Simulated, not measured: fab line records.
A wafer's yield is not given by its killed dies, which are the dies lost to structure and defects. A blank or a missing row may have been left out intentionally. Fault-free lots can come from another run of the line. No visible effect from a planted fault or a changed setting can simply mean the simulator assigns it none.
Split-lot trial || flow rit_cmos || 23 wafers read across 5 lots, on a route 202 steps long

== SPLIT DETAILS ==
At RIT_ACTIVE_DEVELOP_10 (develop time 50 s), the setting develop_time_s was moved away from the recipe's 50 s on 9 of the 23 wafers read, by -12.5% to +11.5%. The other wafers ran this setting at the recipe's value.

== FROM THE SPLIT TO THE READING: what the file shows between them, 4 steps ==
- RIT_ACTIVE_CD_MEAS_11: target cd 1400 nm
- RIT_ACTIVE_HARDBAKE_12: time 60 s
- RIT_ACTIVE_ETCH_13: etches Si3N4 in SF6, stops on SiO2, time 210 s, target depth 210 nm
- RIT_ACTIVE_STRIP_14: strips in O2, time 180 s

== THE READING ==
At RIT_ACTIVE_CD_MEAS_90: cd_nm in nanometres, against a target cd of 1400 nm. Fault-free wafers of this fab line usually give 1401 nm, standard deviation 3.3 nm.

{"wafer": "L074.1", "tool, chamber at the split": "litho_track-04, 0", "develop_time_s as run, s": 43.75, "against the recipe": "-12.5%", "cd_nm, nm": 1411, "against lot-mates on the recipe": "+15"}
{"wafer": "L074.2", "tool, chamber at the split": "litho_track-04, 0", "develop_time_s as run, s": 50, "against the recipe": "recipe", "cd_nm, nm": 1394, "against lot-mates on the recipe": "-"}
{"wafer": "L074.3", "tool, chamber at the split": "litho_track-04, 0", "develop_time_s as run, s": 50, "against the recipe": "recipe", "cd_nm, nm": 1398, "against lot-mates on the recipe": "-"}
{"wafer": "L074.5", "tool, chamber at the split": "litho_track-04, 0", "develop_time_s as run, s": 43.75, "against the recipe": "-12.5%", "cd_nm, nm": 1410, "against lot-mates on the recipe": "+14"}
{"wafer": "L074.6", "tool, chamber at the split": "litho_track-04, 0", "develop_time_s as run, s": 43.75, "against the recipe": "-12.5%", "cd_nm, nm": 1410, "against lot-mates on the recipe": "+14"}
{"wafer": "L077.1", "tool, chamber at the split": "litho_track-02, 0", "develop_time_s as run, s": 50, "against the recipe": "recipe", "cd_nm, nm": 1403, "against lot-mates on the recipe": "-"}
{"wafer": "L077.2", "tool, chamber at the split": "litho_track-02, 0", "develop_time_s as run, s": 50, "against the recipe": "recipe", "cd_nm, nm": 1403, "against lot-mates on the recipe": "-"}
{"wafer": "L077.5", "tool, chamber at the split": "litho_track-02, 0", "develop_time_s as run, s": 50, "against the recipe": "recipe", "cd_nm, nm": 1405, "against lot-mates on the recipe": "-"}
{"wafer": "L079.1", "tool, chamber at the split": "litho_track-03, 0", "develop_time_s as run, s": 50, "against the recipe": "recipe", "cd_nm, nm": 1399, "against lot-mates on the recipe": "-"}
{"wafer": "L079.3", "tool, chamber at the split": "litho_track-03, 0", "develop_time_s as run, s": 54.18, "against the recipe": "+8.4%", "cd_nm, nm": 1395, "against lot-mates on the recipe": -4}
{"wafer": "L079.4", "tool, chamber at the split": "litho_track-03, 0", "develop_time_s as run, s": 54.18, "against the recipe": "+8.4%", "cd_nm, nm": 1392, "against lot-mates on the recipe": -7}
{"wafer": "L079.5", "tool, chamber at the split": "litho_track-03, 0", "develop_time_s as run, s": 54.18, "against the recipe": "+8.4%", "cd_nm, nm": 1391, "against lot-mates on the recipe": -8}
{"wafer": "L079.6", "tool, chamber at the split": "litho_track-03, 0", "develop_time_s as run, s": 50, "against the recipe": "recipe", "cd_nm, nm": 1399, "against lot-mates on the recipe": "-"}
{"wafer": "L084.1", "tool, chamber at the split": "litho_track-03, 0", "develop_time_s as run, s": 50, "against the recipe": "recipe", "cd_nm, nm": 1407, "against lot-mates on the recipe": "-"}
{"wafer": "L084.2", "tool, chamber at the split": "litho_track-03, 0", "develop_time_s as run, s": 50, "against the recipe": "recipe", "cd_nm, nm": 1404, "against lot-mates on the recipe": "-"}
{"wafer": "L084.3", "tool, chamber at the split": "litho_track-03, 0", "develop_time_s as run, s": 50, "against the recipe": "recipe", "cd_nm, nm": 1407, "against lot-mates on the recipe": "-"}
{"wafer": "L084.4", "tool, chamber at the split": "litho_track-03, 0", "develop_time_s as run, s": 50, "against the recipe": "recipe", "cd_nm, nm": 1405, "against lot-mates on the recipe": "-"}
{"wafer": "L084.6", "tool, chamber at the split": "litho_track-03, 0", "develop_time_s as run, s": 50, "against the recipe": "recipe", "cd_nm, nm": 1405, "against lot-mates on the recipe": "-"}
{"wafer": "L085.1", "tool, chamber at the split": "litho_track-04, 0", "develop_time_s as run, s": 55.74, "against the recipe": "+11.5%", "cd_nm, nm": 1388, "against lot-mates on the recipe": -10}
{"wafer": "L085.2", "tool, chamber at the split": "litho_track-04, 0", "develop_time_s as run, s": 50, "against the recipe": "recipe", "cd_nm, nm": 1398, "against lot-mates on the recipe": "-"}
{"wafer": "L085.3", "tool, chamber at the split": "litho_track-04, 0", "develop_time_s as run, s": 50, "against the recipe": "recipe", "cd_nm, nm": 1398, "against lot-mates on the recipe": "-"}
{"wafer": "L085.5", "tool, chamber at the split": "litho_track-04, 0", "develop_time_s as run, s": 55.74, "against the recipe": "+11.5%", "cd_nm, nm": 1391, "against lot-mates on the recipe": -7}
{"wafer": "L085.6", "tool, chamber at the split": "litho_track-04, 0", "develop_time_s as run, s": 55.74, "against the recipe": "+11.5%", "cd_nm, nm": 1389, "against lot-mates on the recipe": -9}

THE FIT
A straight line over all 23 wafers: cd_nm changes by -0.894 nm for each +1% of develop_time_s; r = -0.88; the points scatter about the line by 3.5 nm.
The same after taking each lot's own level away (the mean of its wafers on the recipe; 23 wafers): -0.943 nm for each +1%; r = -0.97; scatter 1.7 nm.
The reading moves by 12 nm for the largest change in develop_time_s, on that fit.
Measured against the standard deviation above, the lots' own levels, which go from 1396.0 to 1405.6 nm, span 2.9 times it.
Consequently the slope shifts little with the lot-to-lot level, the two slopes agreeing.
Check: for one of the wafers moved furthest among these (-12.5%), held out of the fit, the line's prediction against its lot-mates is +11.9 nm. Against them it came out at +15 nm.

== FURTHER SPLITS ON THESE WAFERS ==
Other splits were also applied to these wafers ahead of the reading. Each is held against what the fit with the lots' levels taken away leaves over:
{"other split on the same wafers": "RIT_ACTIVE_CVD_03 sih2cl2_flow_sccm", "wafers away from the commonest value": 18, "r with cd_nm (lot level and that fit taken away)": "+0.22"}

== THE WHOLE CHAIN: every reading that the file lists as answering this split, in the file's order ==
{"step": "RIT_ACTIVE_CD_MEAS_11", "what it does": "target cd 1400 nm", "reading": "cd_nm", "change (the file's fit)": "-0.948 nm for each +1% of the setting", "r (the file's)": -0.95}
{"step": "RIT_ACTIVE_ETCH_13", "what it does": "etches Si3N4 in SF6, stops on SiO2, time 210 s, target depth 210 nm", "reading": "ACTIVE.cd_nm (the simulator's own value, which no gauge read)", "change (the file's fit)": "-0.938 nm for each +1% of the setting", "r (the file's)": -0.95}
{"step": "RIT_ACTIVE_CD_MEAS_90", "what it does": "target cd 1400 nm", "reading": "cd_nm", "change (the file's fit)": "-0.914 nm for each +1% of the setting", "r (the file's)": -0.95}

== THE FILE'S OWN FIT ==
cd_nm changes by -0.914 nm for each +1% of develop_time_s, r = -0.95.
